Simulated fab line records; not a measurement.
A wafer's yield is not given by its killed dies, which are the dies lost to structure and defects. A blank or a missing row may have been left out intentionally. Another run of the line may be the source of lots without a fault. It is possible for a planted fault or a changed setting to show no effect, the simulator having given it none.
fab line records	flow ritCmos
[record] lots = 6	wafers = 18	lastDay = 8
route steps=202 shown NSD@138 PSD@142 SDANNEAL@153 M1@202
lots that met no fault: taken from a fault-free run of the same line
startH: hours from the record's opening day to when the first of the lot's shown wafers began	waitH: hours elapsed since this lot's preceding step	" the same as in the row above	L1.1+2: a single row standing in for several wafers	- no value present, or no start provided	* or withheld: withheld	< > ~ a bound
route shown NAME@n: NAME is a module with steps in the file, n the number in the route of the first one	usual: the fault-free wafers' mean and standard deviation	same: alike in all rows	chamber/n: place in a boat	sites: per-site readings	_std_site: the standard deviation of these	_edge_site: outer sites' mean less inner sites'	radiusMm: for every site, how far away it sits from the centre of the wafer	mask NAME#n: copy n	behind: the tool/chamber that last shaped the wafer	hold: the reason the lot was held/the length of the hold in hours/how it ended	device: names the non-switching transistor (n, p or np)	end of line: tests run on the same wafers once the route is complete	a step without rows: its recipe alone	killed: dies that structure and defects cost at the first sort, which is not the same as the wafer's yield	map: a wafer's dies, x killed, . not, _ none there
set.NAME: the run value of the setting; set.NAME@STEP: its run value at that earlier step	model.NAME: the simulator's own value behind a step, which no gauge read
lots seen at some steps along the route; tables by step, rows by wafer
services: the hour from which a tool's chamber was out of use, counted from the record's first day as startH (under 0 if before that day), plus the number of hours and why
[[steps]]
[step RIT_NSD_HARDBAKE_07]
[recipe] resist = NOVOLAK	tempC = 140	timeS = 60
[step RIT_NSD_IMPLANT_08]
[recipe] species = P	energyKev = 25	doseCm2 = 1e+15	tiltDeg = 7
[step RIT_NSD_STRIP_09]
[recipe] chemistry = O2	timeS = 180	resist = NOVOLAK	platenTempC = withheld	powerW = 500	pressureMtorr = 4000	o2FlowSccm = 4000
[usual] drypumpMotorCurrentA = 5.7/0.3
lot.wafer	tool	chamber	startH	waitH	drypumpMotorCurrentA	rfHoursCounterH
L638.1	plasmaAsher-02	1	80.47	0.1	5.6	45
L638.3	"	0	"	"	5.5	-
L638.6	"	1	"	"	5.6	-
L640.1	plasmaAsher-03	1	90.34	0.1	5.9	45
L640.5	"	1	"	"	5.9	-
L640.6	"	0	"	"	6.0	-
L650.2	plasmaAsher-02	1	146.89	0.1	5.6	52
L650.3	"	1	"	"	5.6	-
L650.5	"	1	"	"	5.6	-
L651.2	plasmaAsher-03	1	153.82	0.1	5.9	3
L651.3	"	0	"	"	6.0	-
L651.4	"	1	"	"	5.9	-
L654.1	plasmaAsher-02	0	173.54	0.1	5.5	55
L654.2	"	1	"	"	5.6	55
L654.3	"	1	"	"	5.6	-
L655.2	plasmaAsher-01	1	175.33	0.1	4.9	39
L655.3	"	0	"	"	5.5	-
L655.5	"	1	"	"	5.0	-
[step RIT_NSD_TW_MEAS_10]
[usual] NSD_TW = 3110/25
lot.wafer	tool	chamber	startH	waitH	NSD_TW
L638.1	filmMetro-03	-	80.64	0.1	3146
L638.3	"	-	"	"	3157
L638.6	"	-	"	"	3156
L640.1	filmMetro-01	-	90.51	0.1	3097
L640.5	"	-	"	"	3098
L640.6	"	-	"	"	3100
L650.2	filmMetro-04	-	147.07	0.1	3080
L650.3	"	-	"	"	3085
L650.5	"	-	"	"	3093
L651.2	filmMetro-03	-	154.01	0.1	3130
L651.3	"	-	"	"	3152
L651.4	"	-	"	"	3156
L654.1	filmMetro-01	-	173.71	0.1	3099
L654.2	"	-	"	"	3090
L654.3	"	-	"	"	3079
L655.2	filmMetro-01	-	175.51	0.1	3097
L655.3	"	-	"	"	3096
L655.5	"	-	"	"	3106
[step RIT_PSD_HMDS_00]
[recipe] primeTimeS = 60	primeTempC = 140
[step RIT_PSD_COAT_01]
[recipe] resist = NOVOLAK	spinRpm = 3250	resistThkNm = 1000
[step RIT_PSD_SOFTBAKE_02]
[recipe] resist = NOVOLAK	tempC = 90	timeS = 60
[step RIT_PSD_EXPOSE_03]
[recipe] maskId = M10	na = 0.57	targetCdNm = 40900	doseMj = 250
[step RIT_PSD_PEB_04]
[recipe] resist = NOVOLAK	tempC = withheld	timeS = withheld
[step RIT_PSD_DEVELOP_05]
[recipe] resist = NOVOLAK	developTimeS = 50	devTempC = 23
[step RIT_PSD_OVL_MEAS_06]
[usual] PSD_OVL = 1.8/1.5
lot.wafer	tool	chamber	startH	waitH	PSD_OVL[nm]
L638.1	overlay-02	-	81.72	-	3.1
L638.3	"	-	"	"	2.3
L638.6	"	-	"	"	1.9
L640.1	overlay-02	-	91.55	-	2.6
L640.5	"	-	"	"	0.4
L640.6	"	-	"	"	-0.3
L650.2	overlay-01	-	147.98	-	1.7
L650.3	"	-	"	"	2.4
L650.5	"	-	"	"	3.4
L651.2	overlay-01	-	154.92	-	3.3
L651.3	"	-	"	"	3.2
L651.4	"	-	"	"	2.9
L654.1	overlay-02	-	174.62	-	3.3
L654.2	"	-	"	"	3.9
L654.3	"	-	"	"	2.1
L655.2	overlay-01	-	176.54	-	0.0
L655.3	"	-	"	"	4.9
L655.5	"	-	"	"	2.2
[step RIT_PSD_HARDBAKE_07]
[recipe] resist = NOVOLAK	tempC = 140	timeS = 60
[step RIT_PSD_IMPLANT_08]
[recipe] species = BF2	energyKev = 27	doseCm2 = 5e+15	tiltDeg = 7
[usual] beamOnS = 13.7/0.3	endStationPressureTorr = 1.35e-05/6.7e-07	faradayCurrentUA = 11242/240	tiltDeg = 6.999/0.02
lot.wafer	tool	chamber	startH	waitH	beamOnS	endStationPressureTorr	faradayCurrentUA	tiltDeg
L638.1	implanter-03	0	81.91	0.1	13.9	1.39e-05	11087	6.977
L638.3	"	0	"	"	13.5	1.29e-05	11343	7.003
L638.6	"	0	"	"	13.8	1.46e-05	11177	7.012
L640.1	implanter-03	0	91.74	0.1	13.8	1.33e-05	11121	7.042
L640.5	"	0	"	"	13.6	1.24e-05	11229	7.003
L640.6	"	0	"	"	14.0	1.3e-05	10951	7.036
L650.2	implanter-03	0	148.18	0.1	10.7	1.41e-05	14408	6.996
L650.3	"	0	"	"	10.3	1.41e-05	14841	7.022
L650.5	"	0	"	"	10.3	1.35e-05	14842	7.006
L651.2	implanter-03	0	155.12	0.1	10.8	1.44e-05	14183	7.016
L651.3	"	0	"	"	10.7	1.39e-05	14322	6.994
L651.4	"	0	"	"	10.6	1.35e-05	14558	7.018
L654.1	implanter-02	0	174.81	0.1	13.7	1.35e-05	11191	7.007
L654.2	"	0	"	"	13.4	1.3e-05	11485	6.975
L654.3	"	0	"	"	13.8	1.32e-05	11167	6.996
L655.2	implanter-02	0	176.75	0.1	13.8	1.32e-05	11209	6.996
L655.3	"	0	"	"	13.9	1.35e-05	11071	6.996
L655.5	"	0	"	"	13.1	1.4e-05	11700	7.004
[step RIT_PSD_STRIP_09]
[recipe] chemistry = O2	timeS = 180	resist = NOVOLAK	platenTempC = withheld	powerW = 500	pressureMtorr = 4000	o2FlowSccm = 4000
[usual] drypumpMotorCurrentA = 5.7/0.46
lot.wafer	tool	chamber	startH	waitH	drypumpMotorCurrentA	rfHoursCounterH
L638.1	plasmaAsher-01	0	82.06	0.1	5.5	29
L638.3	"	1	"	"	5.0	-
L638.6	"	1	"	"	5.0	-
L640.1	plasmaAsher-04	0	91.89	0.1	6.2	44
L640.5	"	0	"	"	6.1	-
L640.6	"	1	"	"	6.3	-
L650.2	plasmaAsher-01	1	148.31	0.1	5.0	36
L650.3	"	1	"	"	5.0	-
L650.5	"	0	"	"	5.5	-
L651.2	plasmaAsher-04	1	155.25	0.1	6.3	51
L651.3	"	0	"	"	6.2	-
L651.4	"	1	"	"	6.3	-
L654.1	plasmaAsher-01	0	174.96	0.1	5.5	38
L654.2	"	1	"	"	5.0	38
L654.3	"	0	"	"	5.5	-
L655.2	plasmaAsher-01	0	176.87	0.1	5.5	39
L655.3	"	0	"	"	5.6	-
L655.5	"	0	"	"	5.5	-
[step RIT_PSD_TW_MEAS_10]
[usual] PSD_TW = 3420/32
lot.wafer	tool	chamber	startH	waitH	PSD_TW
L638.1	filmMetro-04	-	82.23	0.1	3404
L638.3	"	-	"	"	3384
L638.6	"	-	"	"	3388
L640.1	filmMetro-01	-	92.06	0.1	3400
L640.5	"	-	"	"	3429
L640.6	"	-	"	"	3404
L650.2	filmMetro-03	-	148.49	0.1	3350
L650.3	"	-	"	"	3372
L650.5	"	-	"	"	3367
L651.2	filmMetro-04	-	155.43	0.1	3308
L651.3	"	-	"	"	3322
L651.4	"	-	"	"	3314
L654.1	filmMetro-04	-	175.13	0.1	3398
L654.2	"	-	"	"	3390
L654.3	"	-	"	"	3385
L655.2	filmMetro-03	-	177.06	0.1	3460
L655.3	"	-	"	"	3449
L655.5	"	-	"	"	3464
[step RIT_SDANNEAL_CLEAN_00]
[recipe] chemistry = SC1	mix = 3:3:50	timeS = 600	tempC = 75
[step RIT_SDANNEAL_CLEAN_01]
[recipe] chemistry = dHF	dilution = 50:1	timeS = 30
[step RIT_SDANNEAL_CLEAN_02]
[recipe] chemistry = SC2	mix = 3:3:50	timeS = 600	tempC = 75	dry = n2Spin
[step RIT_SDANNEAL_RTA_03]
[recipe] tempC = 1050	timeS = 5	idleTempC = 600	rampUpCPerS = 342	rampDownCPerS = 171	coolToC = 600	ambient = N2
[usual] wafer_temp_C_max = 1053.5/1.1
lot.wafer	tool	chamber	startH	waitH	wafer_temp_C_max
L638.1	rtpAnneal-02	0	82.69	0.0	1053.3
L638.3	"	0	"	"	1054.9
L638.6	"	0	"	"	1054.0
L640.1	rtpAnneal-02	0	92.50	0.0	1053.3
L640.5	"	0	"	"	1052.7
L640.6	"	0	"	"	1053.6
L650.2	rtpAnneal-02	0	148.92	0.0	1052.6
L650.3	"	0	"	"	1054.2
L650.5	"	0	"	"	1053.6
L651.2	rtpAnneal-01	0	156.05	0.0	1051.4
L651.3	"	0	"	"	1056.7
L651.4	"	0	"	"	1053.9
L654.1	rtpAnneal-02	0	175.56	0.0	1052.9
L654.2	"	0	"	"	1055.2
L654.3	"	0	"	"	1055.6
L655.2	rtpAnneal-01	0	177.49	0.0	1052.0
L655.3	"	0	"	"	1053.8
L655.5	"	0	"	"	1052.5
[step RIT_SDANNEAL_RS_MEAS_04]
[recipe] thkMeasGauge = four-point-probe
[usual] PSD_RS = 115.9/0.31
lot.wafer	tool	chamber	startH	waitH	PSD_RS[ohm/sq]
L638.1	filmMetro-04	-	82.75	0.0	116.4
L638.3	"	-	"	"	116.4
L638.6	"	-	"	"	116.3
L640.1	filmMetro-03	-	92.56	0.0	115.6
L640.5	"	-	"	"	116.0
L640.6	"	-	"	"	116.0
L650.2	filmMetro-04	-	148.99	0.1	119.1
L650.3	"	-	"	"	118.9
L650.5	"	-	"	"	119.0
L651.2	filmMetro-01	-	156.12	0.1	119.2
L651.3	"	-	"	"	119.8
L651.4	"	-	"	"	119.0
L654.1	filmMetro-04	-	175.62	0.0	115.2
L654.2	"	-	"	"	115.8
L654.3	"	-	"	"	115.6
L655.2	filmMetro-04	-	177.56	0.1	115.7
L655.3	"	-	"	"	115.8
L655.5	"	-	"	"	115.6
[step RIT_SDANNEAL_RS_MEAS_05]
[recipe] thkMeasGauge = four-point-probe
[usual] NSD_RS = 84.60/0.26
lot.wafer	tool	chamber	startH	waitH	NSD_RS[ohm/sq]
L638.1	filmMetro-04	-	82.87	0.1	84.30
L638.3	"	-	"	"	84.47
L638.6	"	-	"	"	84.46
L640.1	filmMetro-03	-	92.68	0.1	85.00
L640.5	"	-	"	"	85.30
L640.6	"	-	"	"	85.15
L650.2	filmMetro-04	-	149.11	0.1	84.91
L650.3	"	-	"	"	84.63
L650.5	"	-	"	"	84.95
L651.2	filmMetro-01	-	156.24	0.1	84.68
L651.3	"	-	"	"	84.91
L651.4	"	-	"	"	84.70
L654.1	filmMetro-04	-	175.74	0.1	84.17
L654.2	"	-	"	"	84.33
L654.3	"	-	"	"	84.46
L655.2	filmMetro-04	-	177.68	0.1	84.46
L655.3	"	-	"	"	84.49
L655.5	"	-	"	"	84.20
[step RIT_M1_PROBE_99]
[usual] killed_at_M0_to_M3 = 0.0/0.12	killedAtFrontEnd = 7/3	killedDies = 7/3	killedOpen = 3.4/1.8	killedShort = 3.8/2.1
[same] grossDies = 264	killed_at_M4_up = 0	killedAtBackSide = 0	killedAtContacts = 0	killedAtOther = 0
lot.wafer	tool	chamber	startH	waitH	killed_at_M0_to_M3	killedAtFrontEnd	killedDies	killedOpen	killedShort
L638.1	prober-01	-	90.63	0.1	0	8	8	4	4
L638.3	prober-01	-	90.73	0.2	0	7	7	2	5
L638.6	prober-01	-	90.88	0.2	1	9	10	4	6
L640.1	prober-02	-	100.05	0.1	0	8	8	3	5
L640.5	prober-02	-	100.25	0.2	0	5	5	2	3
L640.6	prober-02	-	100.30	0.2	0	5	5	3	2
L650.2	prober-02	-	156.38	0.1	0	8	8	5	3
L650.3	prober-02	-	156.43	0.2	0	2	2	0	2
L650.5	prober-02	-	156.53	0.2	0	6	6	3	3
L651.2	prober-01	-	163.78	0.1	0	8	8	4	4
L651.3	prober-01	-	163.83	0.2	0	10	10	5	5
L651.4	prober-01	-	163.88	0.2	0	7	7	3	4
L654.1	prober-02	-	183.21	0.1	0	5	5	3	2
L654.2	prober-02	-	183.26	0.1	0	4	4	4	0
L654.3	prober-02	-	183.31	0.2	0	5	5	1	4
L655.2	prober-01	-	184.83	0.1	0	10	10	3	7
L655.3	prober-01	-	184.88	0.2	0	12	12	7	5
L655.5	prober-01	-	184.98	0.2	0	7	7	5	2
// killed by level:class
L638.1 GATE:geometricParticle:short=4 FOX1:geometricParticle:open=2 GATE:geometricParticle:open=1 SPACER:geometricParticle:open=1
L638.3 GATE:geometricParticle:short=2 FOX1:geometricParticle:short=1 FOX1:geometricParticle:open=1 SPACER:geometricParticle:short=1 SILICIDE:geometricParticle:open=1 SILICIDE:geometricParticle:short=1
L638.6 FOX1:geometricParticle:open=2 GATE:geometricParticle:open=2 GATE:geometricParticle:short=2 FOX1:geometricParticle:short=1 REOX:geometricParticle:short=1 SILICIDE:geometricParticle:short=1 M1:geometricParticle:short=1
L640.1 GATE:geometricParticle:open=2 FOX1:geometricParticle:short=1 GATE:geometricParticle:short=1 REOX:geometricParticle:short=1 SPACER:geometricParticle:short=1 SILICIDE:geometricParticle:open=1 SILICIDE:geometricParticle:short=1
L640.5 GATE:geometricParticle:open=1 GATE:geometricParticle:short=1 SPACER:geometricParticle:open=1 SPACER:geometricParticle:short=1 SILICIDE:geometricParticle:short=1
L640.6 FOX2:geometricParticle:short=1 GATE:geometricParticle:short=1 GATE:geometricParticle:open=1 REOX:geometricParticle:open=1 SPACER:geometricParticle:open=1
L650.2 FOX1:geometricParticle:short=3 GATE:geometricParticle:open=2 FOX1:geometricParticle:open=1 REOX:geometricParticle:open=1 SILICIDE:geometricParticle:open=1
L650.3 GATE:geometricParticle:short=2
L650.5 GATE:geometricParticle:open=3 GATE:geometricParticle:short=3
L651.2 GATE:geometricParticle:short=3 GATE:geometricParticle:open=2 FOX1:geometricParticle:open=1 FOX1:geometricParticle:short=1 FOX2:geometricParticle:open=1
L651.3 FOX2:geometricParticle:short=2 GATE:geometricParticle:open=2 SILICIDE:geometricParticle:short=2 FOX1:geometricParticle:open=1 FOX1:geometricParticle:short=1 REOX:geometricParticle:open=1 SILICIDE:geometricParticle:open=1
L651.4 GATE:geometricParticle:short=2 FOX1:geometricParticle:open=1 FOX1:geometricParticle:short=1 FOX2:geometricParticle:open=1 SILICIDE:geometricParticle:short=1 REOX:geometricParticle:open=1
L654.1 SILICIDE:geometricParticle:open=2 GATE:geometricParticle:open=1 GATE:geometricParticle:short=1 SPACER:geometricParticle:short=1
L654.2 GATE:geometricParticle:open=3 FOX1:geometricParticle:open=1
L654.3 SILICIDE:geometricParticle:short=3 GATE:geometricParticle:short=1 SPACER:geometricParticle:open=1
L655.2 GATE:geometricParticle:short=3 FOX1:geometricParticle:short=2 SPACER:geometricParticle:open=2 GATE:geometricParticle:open=1 REOX:geometricParticle:short=1 SPACER:geometricParticle:short=1
L655.3 GATE:geometricParticle:short=3 GATE:geometricParticle:open=2 REOX:geometricParticle:open=2 FOX1:geometricParticle:open=1 FOX2:geometricParticle:short=1 SPACER:geometricParticle:open=1 SILICIDE:geometricParticle:short=1 SILICIDE:geometricParticle:open=1
L655.5 GATE:geometricParticle:open=2 SPACER:geometricParticle:open=2 SPACER:geometricParticle:short=1 SILICIDE:geometricParticle:open=1 SILICIDE:geometricParticle:short=1
[[services]]
tool	chamber	startH	hours	kind
plasmaAsher-03	-	76.25	2.9	repair
plasmaAsher-04	-	78.88	2.8	pm
implanter-02	-	104.09	5.3	repair
plasmaAsher-03	-	108.75	9.0	pm
plasmaAsher-03	0	108.75	9.0	ventCycle
plasmaAsher-03	1	108.75	9.0	ventCycle
plasmaAsher-03	-	116.03	0.7	repair
plasmaAsher-03	0	117.75	-	clean
plasmaAsher-03	1	117.75	-	clean
implanter-03	-	129.22	0.7	repair
plasmaAsher-01	-	136.21	0.6	repair
implanter-02	-	153.01	0.5	repair
implanter-02	-	170.57	4.2	repair
[[key]]
[firstSign] step = RIT_PSD_IMPLANT_08	reading = faradayCurrentUA	direction = up	sigmas = 13	usual = 11242	struck = 14526
[effect] step = RIT_PSD_IMPLANT_08	reading = beamOnS	direction = down	sigmas = 10	usual = 13.7	struck = 10.6
[effect] step = RIT_PSD_TW_MEAS_10	reading = PSD_TW	direction = down	sigmas = 2.6	usual = 3420	struck = 3339
[effect] step = RIT_SDANNEAL_RS_MEAS_04	reading = PSD_RS	direction = up	sigmas = 11	usual = 115.9	struck = 119.2
metAt RIT_PSD_IMPLANT_08
struckWafers L650.2,L650.3,L650.5,L651.2,L651.3,L651.4
testerLeftOut L650,L651
onsetBetween 91.74 148.18
[earlierFault] kind = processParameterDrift	tool = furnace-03	chamber = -	onsetH = 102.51	steps = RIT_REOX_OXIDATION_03	channel = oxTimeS	offset = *	shape = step	endH = 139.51	actsIn = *	stated = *
[fault] kind = processParameterDrift	tool = implanter-03	chamber = -	onsetH = 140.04	steps = RIT_PSD_IMPLANT_08	channel = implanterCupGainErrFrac	offset = 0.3	shape = step	endH = 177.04
// testerLeftOut: of these lots the tester's yield and bins aren't shown, on N5 and GAA mostly nor the transistor test; their killed dies are dies lost to structure and defects alone, not to doping, threshold or leakage, so they don't give the yield
